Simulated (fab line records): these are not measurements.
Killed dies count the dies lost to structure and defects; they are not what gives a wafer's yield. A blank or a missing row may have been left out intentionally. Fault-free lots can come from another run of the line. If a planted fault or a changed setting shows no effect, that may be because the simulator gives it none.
fab line records	flow berkeleyCmos170
record lots=15	wafers=45	lastDay=12
route steps=331 shown ZERO@13 SCREENOX@103 NLDD@209 M1@240
lots that met no fault: taken from a fault-free run of the same line
startH: the number of hours between the record's first day and the start of the first shown wafer of the lot	waitH: hours from the lot's prior step to this one	" unchanged from the row above	L1.1+2: one row covering several wafers at once	- value missing, or start not given	* or withheld: withheld	< > ~ a bound
route shown NAME@n: a module of which the file shows steps, and the number in the route of the first	usual: the fault-free wafers' mean and standard deviation	same: alike in all rows	chamber/n: place in a boat	sites: the reading at each site	_std_site: standard deviation across them	_edge_site: outer sites' mean less inner sites'	radiusMm: for every site, how far away it sits from the centre of the wafer	mask NAME#n: copy n	behind: tool/chamber where the wafer was last shaped	hold: the reason the lot was held/the length of the hold in hours/how it ended	device: names the non-switching transistor (n, p or np)	end of line: tests of these same wafers at the route's end	step lacking rows: just its recipe	killed: the dies lost at the first sort to structure and to defects; this is not the yield of the wafer	map: the dies of a wafer, with x for killed, . for not killed, _ for no die there
set.NAME: the setting that was run; set.NAME@STEP: the one run at that earlier step	model.NAME: the simulator's own value behind a step, which no gauge read
a sample of lots followed through the steps of the route, with each step as a table and each wafer as a row
services: from which hour (startH, from the record's first day; less than 0 if before it) a tool's chamber was out of use, for how many hours, and why
## steps
# step UCB170_ZERO_STRIP_07
# recipe chemistry=O2	powerW=400	pressureMtorr=3500	platenTempC=withheld	o2FlowSccm=400	overashFraction=0.5
# usual drypumpMotorCurrentA=5.5/0.67	oesProductAu=0.727/0.0048	stripTimeToEndpointS=21.50/0.076
lot.wafer	tool	chamber	startH	waitH	drypumpMotorCurrentA	oesProductAu	rfHoursCounterH	stripTimeToEndpointS
L320.1	plasmaAsher-04	1	17.86	0.0	6.0	0.728	31	21.47
L320.3	"	1	"	"	6.0	0.728	-	21.47
L320.6	"	0	"	"	4.8	0.726	-	21.52
L321.2	plasmaAsher-04	1	24.91	0.0	6.0	0.739	32	21.38
L321.4	"	1	"	"	6.0	0.719	-	21.45
L321.6	"	1	"	"	6.0	0.716	-	21.36
L324.4	plasmaAsher-04	1	37.99	0.0	6.0	0.732	-	21.50
L324.5	"	1	"	"	6.0	0.722	-	21.46
L324.6	"	0	"	"	4.7	0.726	-	21.49
L327.1	plasmaAsher-03	0	53.67	0.0	6.5	0.733	20	21.40
L327.3	"	1	"	"	5.0	0.727	-	21.38
L327.6	"	1	"	"	5.0	0.732	-	21.43
L328.1	plasmaAsher-04	1	63.39	0.0	6.0	0.723	37	21.59
L328.2	"	0	"	"	4.8	0.723	37	21.53
L328.3	"	1	"	"	6.0	0.731	-	21.66
L329.2	plasmaAsher-03	1	65.94	0.0	5.0	0.728	21	21.53
L329.4	"	0	"	"	6.5	0.730	-	21.51
L329.5	"	1	"	"	5.0	0.727	-	21.58
L332.1	plasmaAsher-04	0	78.28	0.0	4.7	0.723	39	21.57
L332.4	"	0	"	"	4.7	0.729	-	21.57
L332.5	"	1	"	"	6.0	0.736	-	21.52
L333.1	plasmaAsher-04	0	80.68	0.0	4.8	0.727	39	21.43
L333.5	"	0	"	"	4.8	0.731	-	21.49
L333.6	"	1	"	"	6.0	0.717	-	21.39
L334.3	plasmaAsher-03	0	90.74	0.0	6.5	0.729	-	21.43
L334.5	"	1	"	"	5.1	0.725	-	21.45
L334.6	"	0	"	"	6.5	0.733	-	21.43
L335.2	plasmaAsher-04	0	92.55	0.0	4.7	0.731	40	21.54
L335.4	"	0	"	"	4.8	0.738	-	21.63
L335.6	"	1	"	"	6.0	0.737	-	21.70
L336.1	plasmaAsher-01	0	98.74	0.0	5.1	0.728	44	21.58
L336.3	"	0	"	"	5.1	0.728	-	21.53
L336.5	"	1	"	"	5.5	0.726	-	21.65
L339.2	plasmaAsher-03	0	113.22	0.0	6.5	0.722	27	21.46
L339.3	"	0	"	"	6.5	0.733	-	21.47
L339.4	"	1	"	"	5.0	0.728	-	21.48
L340.1	plasmaAsher-03	0	120.77	0.0	6.5	0.727	27	21.47
L340.2	"	1	"	"	5.0	0.724	27	21.48
L340.4	"	0	"	"	6.5	0.725	-	21.43
L341.2	plasmaAsher-04	1	125.33	0.0	6.0	0.738	44	21.60
L341.3	"	0	"	"	4.8	0.728	-	21.63
L341.6	"	0	"	"	4.8	0.726	-	21.54
L343.1	plasmaAsher-03	1	133.74	0.0	5.0	0.725	29	21.57
L343.3	"	0	"	"	6.5	0.728	-	21.57
L343.5	"	0	"	"	6.5	0.728	-	21.56
# step UCB170_SCREENOX_ANNEAL_03
# recipe tempC=900	timeS=900	ambient=N2
# usual spikeTcCentreC=902.8/1.7	spikeTcLoadC=924.6/1.3	spikeTcSourceC=929/3.2	timeS=900/0	zonePowerLoadPct=27.5/2.8	zonePowerSourcePct=23.5/1.2
lot.wafer	tool	chamber	startH	waitH	spikeTcCentreC	spikeTcLoadC	spikeTcSourceC	timeS	zonePowerLoadPct	zonePowerSourcePct
L320.1	furnace-04	0	104.41	4.9	904.9	926.4	927	900	25.9	24.8
L320.3	"	0	"	"	903.5	926.6	926	900	25.6	25.0
L320.6	"	0	"	"	905.4	926.5	926	900	25.8	24.6
L321.2	furnace-04	0	104.41	4.9	902.0	928.0	925	900	25.9	25.2
L321.4	"	0	"	"	903.1	927.2	927	900	26.2	25.1
L321.6	"	0	"	"	904.0	926.8	926	900	25.4	24.7
L324.4	furnace-02	0	114.10	3.8	901.5	924.7	929	900	25.5	22.9
L324.5	"	0	"	"	904.0	924.6	931	900	26.0	22.8
L324.6	"	0	"	"	904.1	925.5	932	900	26.4	22.8
L327.1	furnace-02	-	145.16	3.6	-	-	-	-	-	-
L327.3	"	-	"	"	-	-	-	-	-	-
L327.6	"	-	"	"	-	-	-	-	-	-
L328.1	furnace-01	-	151.65	3.5	-	-	-	-	-	-
L328.2	"	-	"	"	-	-	-	-	-	-
L328.3	"	-	"	"	-	-	-	-	-	-
L329.2	furnace-01	-	151.65	3.6	-	-	-	-	-	-
L329.4	"	-	"	"	-	-	-	-	-	-
L329.5	"	-	"	"	-	-	-	-	-	-
L332.1	furnace-02	0	173.42	2.8	903.6	925.1	929	900	25.9	22.5
L332.4	"	0	"	"	902.3	922.9	933	900	26.1	22.7
L332.5	"	0	"	"	903.7	924.6	931	900	25.8	22.6
L333.1	furnace-02	0	173.42	2.8	901.6	922.8	930	900	26.3	22.6
L333.5	"	0	"	"	903.7	922.3	930	900	26.1	22.5
L333.6	"	0	"	"	902.2	924.2	930	900	26.2	22.3
L334.3	furnace-01	0	179.64	3.3	899.3	926.2	925	900	32.3	25.5
L334.5	"	0	"	"	901.9	925.8	925	900	32.5	24.9
L334.6	"	0	"	"	898.9	924.7	925	900	31.9	25.2
L335.2	furnace-02	0	185.42	2.3	903.4	922.3	929	900	25.8	22.6
L335.4	"	0	"	"	902.9	923.7	931	900	26.0	22.9
L335.6	"	0	"	"	904.8	924.5	930	900	26.1	23.0
L336.1	furnace-02	0	195.08	3.8	903.2	923.7	931	900	25.8	22.6
L336.3	"	0	"	"	905.1	923.8	931	900	25.9	22.7
L336.5	"	0	"	"	902.4	923.7	931	900	26.0	22.8
L339.2	furnace-02	0	207.52	3.3	904.1	924.3	930	900	25.7	23.2
L339.3	"	0	"	"	903.5	923.8	931	900	26.0	22.5
L339.4	"	0	"	"	904.2	924.1	931	900	25.8	22.5
L340.1	furnace-02	0	216.63	2.6	904.4	924.7	930	900	26.1	22.6
L340.2	"	0	"	"	902.3	924.5	930	900	25.6	22.5
L340.4	"	0	"	"	901.7	923.9	931	900	25.7	22.9
L341.2	furnace-02	0	216.63	2.6	902.2	923.3	930	900	25.7	22.8
L341.3	"	0	"	"	905.4	923.8	930	900	25.7	23.0
L341.6	"	0	"	"	902.6	921.9	930	900	25.8	22.3
L343.1	furnace-02	0	226.88	2.8	905.3	924.3	931	900	25.8	22.3
L343.3	"	0	"	"	904.2	923.5	931	900	25.9	22.4
L343.5	"	0	"	"	902.6	923.3	932	900	26.2	22.3
# step UCB170_SDANNEAL_RS_MEAS_05
# recipe thkMeasGauge=four-point-probe
# usual NLDD_RS=615.1/1.4
lot.wafer	tool	chamber	startH	waitH	NLDD_RS[ohm/sq]
L321.2	filmMetro-04	-	137.98	0.1	613.8
L321.4	"	-	"	"	616.3
L321.6	"	-	"	"	615.0
L320.1	filmMetro-02	-	138.28	0.1	614.6
L320.3	"	-	"	"	615.1
L320.6	"	-	"	"	614.7
L324.4	filmMetro-02	-	146.44	0.1	614.9
L324.5	"	-	"	"	613.9
L324.6	"	-	"	"	615.0
L333.1	filmMetro-04	-	206.55	0.1	616.7
L333.5	"	-	"	"	617.6
L333.6	"	-	"	"	617.1
L332.1	filmMetro-01	-	206.72	0.1	613.3
L332.4	"	-	"	"	615.0
L332.5	"	-	"	"	614.4
L334.3	filmMetro-01	-	210.45	0.1	615.6
L334.5	"	-	"	"	616.8
L334.6	"	-	"	"	614.4
L335.2	filmMetro-04	-	217.40	0.1	616.4
L335.4	"	-	"	"	616.5
L335.6	"	-	"	"	615.0
L336.1	filmMetro-01	-	226.36	0.1	617.0
L336.3	"	-	"	"	615.6
L336.5	"	-	"	"	616.9
L339.2	filmMetro-04	-	239.23	0.1	615.2
L339.3	"	-	"	"	614.6
L339.4	"	-	"	"	612.9
L340.1	filmMetro-01	-	246.29	0.1	615.6
L340.2	"	-	"	"	616.4
L340.4	"	-	"	"	617.8
L341.2	filmMetro-02	-	246.87	0.1	613.0
L341.3	"	-	"	"	612.9
L341.6	"	-	"	"	613.1
L343.1	filmMetro-04	-	263.73	0.1	613.6
L343.3	"	-	"	"	613.5
L343.5	"	-	"	"	613.9
# step UCB170_M1_THK_MEAS_02
# recipe thkMeasGauge=xrf	reads=Al_of_M1_SPUTTER_00
# usual M1_AL_THK=593/7.5
lot.wafer	tool	chamber	startH	waitH	M1_AL_THK[nm]
L321.2	filmMetro-02	-	143.23	0.1	597
L321.4	"	-	"	"	600
L321.6	"	-	"	"	601
L320.1	filmMetro-01	-	145.30	0.1	585
L320.3	"	-	"	"	585
L320.6	"	-	"	"	585
L324.4	filmMetro-01	-	151.62	0.1	595
L324.5	"	-	"	"	587
L324.6	"	-	"	"	586
L333.1	filmMetro-01	-	211.83	0.1	587
L333.5	"	-	"	"	590
L333.6	"	-	"	"	596
L332.1	filmMetro-02	-	212.66	0.1	606
L332.4	"	-	"	"	589
L332.5	"	-	"	"	604
L334.3	filmMetro-02	-	217.54	0.1	586
L334.5	"	-	"	"	587
L334.6	"	-	"	"	602
L335.2	filmMetro-02	-	224.84	0.1	601
L335.4	"	-	"	"	597
L335.6	"	-	"	"	612
L336.1	filmMetro-02	-	232.23	0.1	592
L336.3	"	-	"	"	595
L336.5	"	-	"	"	588
L339.2	filmMetro-01	-	247.67	0.1	592
L339.3	"	-	"	"	585
L339.4	"	-	"	"	592
L340.1	filmMetro-02	-	251.92	0.1	604
L340.2	"	-	"	"	599
L340.4	"	-	"	"	596
L341.2	filmMetro-01	-	253.08	0.1	590
L341.3	"	-	"	"	586
L341.6	"	-	"	"	577
L343.1	filmMetro-01	-	271.40	0.1	593
L343.3	"	-	"	"	604
L343.5	"	-	"	"	599
## services
tool	chamber	startH	hours	kind
plasmaAsher-03	-	34.05	2.8	pm
furnace-02	-	76.65	2.2	pm
furnace-04	-	116.24	3.8	pm
plasmaAsher-01	-	121.54	14.6	pm
furnace-02	-	149.57	19.8	pm
plasmaAsher-04	-	150.88	0.5	repair
furnace-01	-	161.43	3.5	pm
furnace-01	-	176.03	3.6	pm
furnace-04	-	225.64	3.4	pm
## key
firstSign step=UCB170_SCREENOX_ANNEAL_03	reading=toolRecord	direction=missing
effect none on later readings
metAt UCB170_SCREENOX_ANNEAL_03
struckLots L327,L328,L329
laterRowsLeftOut L327.1,L327.3,L327.6,L328.1,L328.2,L328.3,L329.2,L329.4,L329.5
sortLeftOut L327.1,L327.3,L327.6,L328.1,L328.2,L328.3,L329.2,L329.4,L329.5
testerLeftOut L327,L328,L329
notActingAt UCB170_ZERO_STRIP_07,UCB170_SDANNEAL_RS_MEAS_05,UCB170_M1_THK_MEAS_02
onsetBetween 114.10 145.16
fault kind=skippedStepWhole	tool=furnace-01,furnace-02	chamber=-	onsetH=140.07	steps=UCB170_SCREENOX_ANNEAL_03	scope=struckLotsOnly
# testerLeftOut: of these lots the tester's yield and bins aren't shown, on N5 and GAA mostly nor the transistor test; their killed dies are dies lost to structure and defects alone, not to doping, threshold or leakage, so they don't give the yield
# sortLeftOut: the simulated sort isn't trusted on such a fault, so these wafers' sort isn't shown, and their yield isn't known
# laterRowsLeftOut: the simulator's readings of these wafers behind a module that went badly wrong aren't trusted and aren't shown, but for the sort
